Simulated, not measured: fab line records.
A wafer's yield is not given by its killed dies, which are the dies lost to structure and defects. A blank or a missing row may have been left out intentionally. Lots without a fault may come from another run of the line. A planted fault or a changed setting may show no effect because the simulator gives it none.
fab line records | flow rit-cmos
[record] lots = 13 wafers = 39 last-day = 7
route steps=202 shown SPACER@130 M1@202
lots with no fault: from the same line, run without faults
start-h: hours from the record's first day to the start of the lot's first wafer shown | wait-h: how many hours have passed since the lot's step before this one | " same as the row above | L1.1+2: a single row standing in for several wafers | - either no value or no given start | * or withheld: withheld | < > ~ a bound
route shown NAME@n: names a module that has steps shown in the file, with the first one's number in the route | usual: the fault-free wafers' mean and standard deviation | same: alike in all rows | chamber/n: place in a boat | sites: each site's reading | _std_site: their standard deviation | _edge_site: outer sites' mean less inner sites' | radius-mm: for every site, how far away it sits from the centre of the wafer | mask NAME#n: copy n | behind: the tool/chamber that last shaped the wafer | hold: why the lot went on hold/how many hours it stayed there/how the hold came to an end | device: which transistor (n, p or np) failed to switch | end of line: tests of these same wafers at the route's end | a step with no rows: only its recipe | killed: the dies lost at the first sort to structure and to defects; this is not the yield of the wafer | map: per-die view of a wafer (x killed, . not killed, _ where there is no die)
set.NAME: the setting as run; set.NAME@STEP: as run at that earlier step | model.NAME: the simulator's own value behind a step, which no gauge read
one table for each step of the route and one row for each wafer, over a sample of lots
services: from which hour (start-h, from the record's first day; less than 0 if before it) a tool's chamber was out of use, for how many hours, and why
[[steps]]
[step RIT_SPACER_ETCHBACK_05]
[recipe] target-depth-a = 2500 SF6_flow_sccm = 30 CHF3_flow_sccm = 30 target = Si3N4 chemistry = SF6/CHF3 pressure-mtorr = 40 rf-w = 250 time-s = 240 stop-on = SiO2
[usual] drypump-motor-current-A = 5.5/0.36 oes-product-au = 0.843/0.015 throttle-valve-pct = 10.26/0.18
// columns lot.wafer tool chamber start-h wait-h drypump-motor-current-A oes-product-au rf-hours-counter-h throttle-valve-pct
L319.4 rie-diel-02 0 46.45 0.0 5.8 0.840 109 10.33
L319.5 " 3 " " 5.5 0.852 - 10.12
L319.6 " 0 " " 5.8 0.842 - 10.33
L320.3 rie-diel-02 0 53.18 0.0 5.8 0.841 109 10.34
L320.5 " 0 " " 5.8 0.841 - 10.33
L320.6 " 3 " " 5.5 0.855 - 10.12
L321.2 rie-diel-01 0 58.13 0.0 5.4 0.845 6 10.43
L321.4 " 2 " " 6.0 0.864 - 10.03
L321.5 " 1 " " 5.7 0.846 - 10.47
L322.1 rie-diel-02 2 63.08 0.1 4.9 0.813 33 10.19
L322.2 " 1 " " 5.3 0.846 4 10.46
L322.6 " 0 " " 5.8 0.826 - 10.33
L323.2 rie-diel-04 3 67.12 0.0 5.2 0.839 10 10.60
L323.3 " 2 " " 5.6 0.827 126 9.94
L323.6 " 0 " " 5.7 0.847 - 10.34
L326.2 rie-diel-02 3 80.76 0.0 5.5 0.864 87 10.12
L326.3 " 2 " " 4.9 0.818 33 10.20
L326.6 " 3 " " 5.5 0.870 - 10.09
L327.1 rie-diel-01 1 87.38 0.1 5.7 0.835 66 10.45
L327.2 " 0 " " 5.4 0.839 7 10.42
L327.4 " 2 " " 6.0 0.863 1 10.04
L328.2 rie-diel-04 2 91.61 0.0 5.6 0.824 126 9.94
L328.3 " 3 " " 5.2 0.840 11 10.60
L328.5 " 2 " " 5.6 0.828 - 9.92
L330.1 rie-diel-02 1 101.15 0.1 5.3 0.845 5 10.46
L330.3 " 2 " " 4.9 0.814 34 10.21
L330.4 " 3 " " 5.5 0.851 87 10.11
L335.4 rie-diel-04 2 125.83 0.1 5.6 0.827 - 9.95
L335.5 " 0 " " 5.7 0.846 - 10.35
L335.6 " 1 " " 6.1 0.842 - 10.18
L336.1 rie-diel-01 3 131.85 0.1 4.9 0.834 1 10.17
L336.3 " 2 " " 6.0 0.878 2 10.02
L336.4 " 0 " " 5.4 0.841 7 10.43
L337.2 rie-diel-04 2 142.01 0.0 5.6 0.832 127 9.97
L337.4 " 1 " " 6.1 0.859 - 10.16
L337.6 " 2 " " 5.5 0.824 - 9.95
L340.1 rie-diel-04 2 154.02 0.1 5.6 0.823 128 9.94
L340.4 " 0 " " 5.7 0.857 - 10.35
L340.6 " 1 " " 6.1 0.846 - 10.18
[step RIT_M1_PROBE_99]
[usual] killed_at_M0_to_M3 = 0.0/0.083 killed-at-contacts = 0.1/0.25 killed-at-front-end = 7.1/2.9 killed-dies = 7.2/2.9 killed-open = 3.6/1.9 killed-short = 3.5/1.9
[same] gross-dies = 264 killed_at_M4_up = 0 killed-at-back-side = 0 killed-at-other = 0
// columns lot.wafer tool chamber start-h wait-h killed_at_M0_to_M3 killed-at-contacts killed-at-front-end killed-dies killed-open killed-short
L326.2 prober-01 - 91.58 0.1 0 0 36 36 3 0
L326.3 prober-01 - 91.63 0.2 0 0 6 6 4 2
L326.6 prober-01 - 91.78 0.2 0 0 34 34 5 4
L330.1 prober-02 - 116.32 0.1 0 0 12 12 6 6
L330.3 prober-02 - 116.42 0.2 0 0 7 7 4 3
L330.4 prober-02 - 116.47 0.2 0 0 40 40 2 3
L337.2 prober-01 - 153.72 0.1 0 0 8 8 3 5
L337.4 prober-01 - 153.82 0.2 0 0 4 4 1 3
L337.6 prober-01 - 153.92 0.2 0 0 7 7 3 4
// killed by level:class
L326.2 SPACER:unspecified=33 SPACER:geometric-particle:open=2 REOX:geometric-particle:open=1
L326.3 FOX1:geometric-particle:short=1 GATE:geometric-particle:open=1 GATE:geometric-particle:short=1 REOX:geometric-particle:open=1 SPACER:geometric-particle:open=1 SILICIDE:geometric-particle:open=1
L326.6 SPACER:unspecified=25 GATE:geometric-particle:short=3 GATE:geometric-particle:open=2 FOX1:geometric-particle:open=1 REOX:geometric-particle:open=1 SPACER:geometric-particle:short=1 SILICIDE:geometric-particle:open=1
L330.1 GATE:geometric-particle:short=5 GATE:geometric-particle:open=3 REOX:geometric-particle:open=2 REOX:geometric-particle:short=1 SILICIDE:geometric-particle:open=1
L330.3 SILICIDE:geometric-particle:open=2 FOX1:geometric-particle:short=1 FOX2:geometric-particle:open=1 GATE:geometric-particle:short=1 GATE:geometric-particle:open=1 SILICIDE:geometric-particle:short=1
L330.4 SPACER:unspecified=35 GATE:geometric-particle:short=3 GATE:geometric-particle:open=2
L337.2 SPACER:geometric-particle:short=2 FOX1:geometric-particle:open=1 FOX1:geometric-particle:short=1 GATE:geometric-particle:short=1 REOX:geometric-particle:open=1 SPACER:geometric-particle:open=1 SILICIDE:geometric-particle:short=1
L337.4 GATE:geometric-particle:short=2 GATE:geometric-particle:open=1 SILICIDE:geometric-particle:short=1
L337.6 FOX1:geometric-particle:open=2 FOX1:geometric-particle:short=1 GATE:geometric-particle:short=1 SPACER:geometric-particle:short=1 SPACER:geometric-particle:open=1 SILICIDE:geometric-particle:short=1
[[services]]
// columns tool chamber start-h hours kind
rie-diel-02 2 34.72 10.8 repair
rie-diel-01 3 35.27 6.7 repair
rie-diel-01 3 44.84 - clean
rie-diel-01 3 44.84 25.6 scheduled-down
rie-diel-01 3 44.84 25.6 vent-cycle
rie-diel-04 2 55.77 5.1 repair
rie-diel-01 - 107.33 0.5 repair
[[key]]
[first-sign] step = RIT_M1_PROBE_99 reading = killed-at-front-end direction = up sigmas = 10 usual = 7.1 struck = 36.7
[effect] step = RIT_M1_PROBE_99 reading = killed-dies direction = up sigmas = 10 usual = 7.2 struck = 36.7
met-at RIT_SPACER_ETCHBACK_05
struck-lots L326,L330
struck-wafers L326.2,L326.6,L330.4
tester-left-out L326,L330
onset-between 53.18 80.76
[fault] kind = chamber-particle-source tool = rie-diel-02 chamber = 3 onset-h = 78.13 steps = RIT_SPACER_ETCHBACK_05 rate-per-visit-cm2 = 0.67162 end-h = 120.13
// tester-left-out: of these lots the tester's yield and bins aren't shown, on N5 and GAA mostly nor the transistor test; their killed dies are dies lost to structure and defects alone, not to doping, threshold or leakage, so they don't give the yield
